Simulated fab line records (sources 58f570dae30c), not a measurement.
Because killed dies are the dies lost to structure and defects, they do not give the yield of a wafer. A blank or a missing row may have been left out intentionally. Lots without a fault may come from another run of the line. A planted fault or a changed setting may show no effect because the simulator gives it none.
A sampling plan put to the test / flow berkeley-cmos170 / one fab line, 15 faults that these records tell of, each judged on the records of the lots that it struck
The plan consists of the line's own looks: route steps at which the wafer is read by a gauge or an inspection but not changed. A look can be judged if struck wafers have a number there and the file gives its usual mean and standard deviation on fault-free wafers. Caught: a look later than the fault's first step finds the struck wafers' mean 4 or more of those standard deviations (sigma) from the usual mean. On the tool: the fault's steps, tested the same way using the tool's own readings. Also counted as caught: the struck wafers showing another recipe, or a record that is empty for them alone.

## THE FAULTS, as the simulator had put them in
1. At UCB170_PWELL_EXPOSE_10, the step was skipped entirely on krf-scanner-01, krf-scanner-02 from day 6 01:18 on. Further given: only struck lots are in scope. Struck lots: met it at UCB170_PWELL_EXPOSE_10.
2. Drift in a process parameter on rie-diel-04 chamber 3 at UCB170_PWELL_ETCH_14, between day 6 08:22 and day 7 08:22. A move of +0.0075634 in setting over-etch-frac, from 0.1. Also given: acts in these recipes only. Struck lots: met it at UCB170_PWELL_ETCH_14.
3. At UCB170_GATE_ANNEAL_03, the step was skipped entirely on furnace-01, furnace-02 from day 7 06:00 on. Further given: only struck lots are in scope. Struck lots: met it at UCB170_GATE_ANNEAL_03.
4. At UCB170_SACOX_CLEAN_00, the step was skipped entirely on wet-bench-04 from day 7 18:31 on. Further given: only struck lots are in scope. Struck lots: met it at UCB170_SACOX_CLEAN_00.
5. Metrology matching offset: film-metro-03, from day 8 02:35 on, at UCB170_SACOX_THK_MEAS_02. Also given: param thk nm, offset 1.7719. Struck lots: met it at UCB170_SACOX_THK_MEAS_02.
6. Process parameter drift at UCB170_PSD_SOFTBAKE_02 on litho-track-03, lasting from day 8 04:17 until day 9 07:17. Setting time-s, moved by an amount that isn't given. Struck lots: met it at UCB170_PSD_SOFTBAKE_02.
7. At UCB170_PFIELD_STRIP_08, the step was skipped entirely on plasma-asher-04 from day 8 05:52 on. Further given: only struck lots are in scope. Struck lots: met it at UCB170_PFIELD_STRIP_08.
8. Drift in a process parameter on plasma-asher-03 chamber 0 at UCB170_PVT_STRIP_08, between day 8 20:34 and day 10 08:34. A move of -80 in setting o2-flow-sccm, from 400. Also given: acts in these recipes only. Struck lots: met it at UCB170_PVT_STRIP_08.
9. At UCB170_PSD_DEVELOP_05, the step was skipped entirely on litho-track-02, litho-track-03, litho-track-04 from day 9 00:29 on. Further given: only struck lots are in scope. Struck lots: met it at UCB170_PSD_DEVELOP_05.
10. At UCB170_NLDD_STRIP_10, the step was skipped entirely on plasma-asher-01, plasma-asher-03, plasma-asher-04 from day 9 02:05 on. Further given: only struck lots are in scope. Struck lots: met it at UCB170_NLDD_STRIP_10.
11. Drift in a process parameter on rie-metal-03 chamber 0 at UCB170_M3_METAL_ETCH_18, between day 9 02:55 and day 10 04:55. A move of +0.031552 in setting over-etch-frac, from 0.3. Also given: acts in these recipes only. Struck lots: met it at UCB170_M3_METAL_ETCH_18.
12. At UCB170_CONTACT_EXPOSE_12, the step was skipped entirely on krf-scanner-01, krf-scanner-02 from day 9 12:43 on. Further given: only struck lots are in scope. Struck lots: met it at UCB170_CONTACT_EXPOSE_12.
13. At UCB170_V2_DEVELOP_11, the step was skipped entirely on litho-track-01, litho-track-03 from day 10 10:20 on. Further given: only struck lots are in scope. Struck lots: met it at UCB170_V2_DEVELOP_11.
14. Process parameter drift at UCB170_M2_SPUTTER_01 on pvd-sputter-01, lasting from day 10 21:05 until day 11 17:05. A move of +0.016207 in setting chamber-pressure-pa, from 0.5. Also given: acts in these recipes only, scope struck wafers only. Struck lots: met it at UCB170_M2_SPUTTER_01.
15. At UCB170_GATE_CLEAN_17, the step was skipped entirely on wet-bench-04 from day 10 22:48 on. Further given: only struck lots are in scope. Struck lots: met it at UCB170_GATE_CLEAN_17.

## WHAT THE PLAN SAW
fault=1; on the tool itself=no reading that can be judged; first look that catches it=no look after it can be judged; reading, sigma=-; median hours from its first step to that look=-; hours from the fault's start to the first struck lot there=-; judged looks passed uncaught=0
fault=2; on the tool itself=under 2 sigma; first look that catches it=none of the 2 looks that can be judged after it; reading, sigma=-; median hours from its first step to that look=-; hours from the fault's start to the first struck lot there=-; judged looks passed uncaught=2
fault=3; on the tool itself=the tool's record is blank for the struck wafers; first look that catches it=not the one look that can be judged after it; reading, sigma=-; median hours from its first step to that look=-; hours from the fault's start to the first struck lot there=-; judged looks passed uncaught=1
fault=4; on the tool itself=the tool's record is blank for the struck wafers; first look that catches it=none of the 3 looks that can be judged after it; reading, sigma=-; median hours from its first step to that look=-; hours from the fault's start to the first struck lot there=-; judged looks passed uncaught=3
fault=5; on the tool itself=only faintly: SACOX_OXIDE_THK +3.8 sigma; first look that catches it=not the one look that can be judged after it; reading, sigma=-; median hours from its first step to that look=-; hours from the fault's start to the first struck lot there=-; judged looks passed uncaught=1
fault=6; on the tool itself=run-length-s +18 sigma; first look that catches it=not the one look that can be judged after it; reading, sigma=-; median hours from its first step to that look=-; hours from the fault's start to the first struck lot there=-; judged looks passed uncaught=1
fault=7; on the tool itself=the tool's record is blank for the struck wafers; first look that catches it=not the one look that can be judged after it; reading, sigma=-; median hours from its first step to that look=-; hours from the fault's start to the first struck lot there=-; judged looks passed uncaught=1
fault=8; on the tool itself=o2-flow-sccm -61 sigma; first look that catches it=no look after it can be judged; reading, sigma=-; median hours from its first step to that look=-; hours from the fault's start to the first struck lot there=-; judged looks passed uncaught=0
fault=9; on the tool itself=the tool's record is blank for the struck wafers; first look that catches it=no look after it can be judged; reading, sigma=-; median hours from its first step to that look=-; hours from the fault's start to the first struck lot there=-; judged looks passed uncaught=0
fault=10; on the tool itself=the tool's record is blank for the struck wafers; first look that catches it=no look after it can be judged; reading, sigma=-; median hours from its first step to that look=-; hours from the fault's start to the first struck lot there=-; judged looks passed uncaught=0
fault=11; on the tool itself=only faintly: oes-product-au -2.6 sigma; first look that catches it=no look after it can be judged; reading, sigma=-; median hours from its first step to that look=-; hours from the fault's start to the first struck lot there=-; judged looks passed uncaught=0
fault=12; on the tool itself=no reading that can be judged; first look that catches it=no look after it can be judged; reading, sigma=-; median hours from its first step to that look=-; hours from the fault's start to the first struck lot there=-; judged looks passed uncaught=0
fault=13; on the tool itself=the tool's record is blank for the struck wafers; first look that catches it=no look after it can be judged; reading, sigma=-; median hours from its first step to that look=-; hours from the fault's start to the first struck lot there=-; judged looks passed uncaught=0
fault=14; on the tool itself=chamber-pressure-pa +17 sigma; first look that catches it=no look after it can be judged; reading, sigma=-; median hours from its first step to that look=-; hours from the fault's start to the first struck lot there=-; judged looks passed uncaught=0
fault=15; on the tool itself=the tool's record is blank for the struck wafers; first look that catches it=not the one look that can be judged after it; reading, sigma=-; median hours from its first step to that look=-; hours from the fault's start to the first struck lot there=-; judged looks passed uncaught=1
A dash: the fault is not caught, or the number is missing from these records.

Caught at a look: 0 of 15. Caught on the tool: 10 of 15. By one or the other: 10 of 15.
Caught on the tool alone: faults 3, 4, 6, 7, 8, 9, 10, 13, 14, 15.
Caught by neither: faults 1, 2, 5, 11, 12.
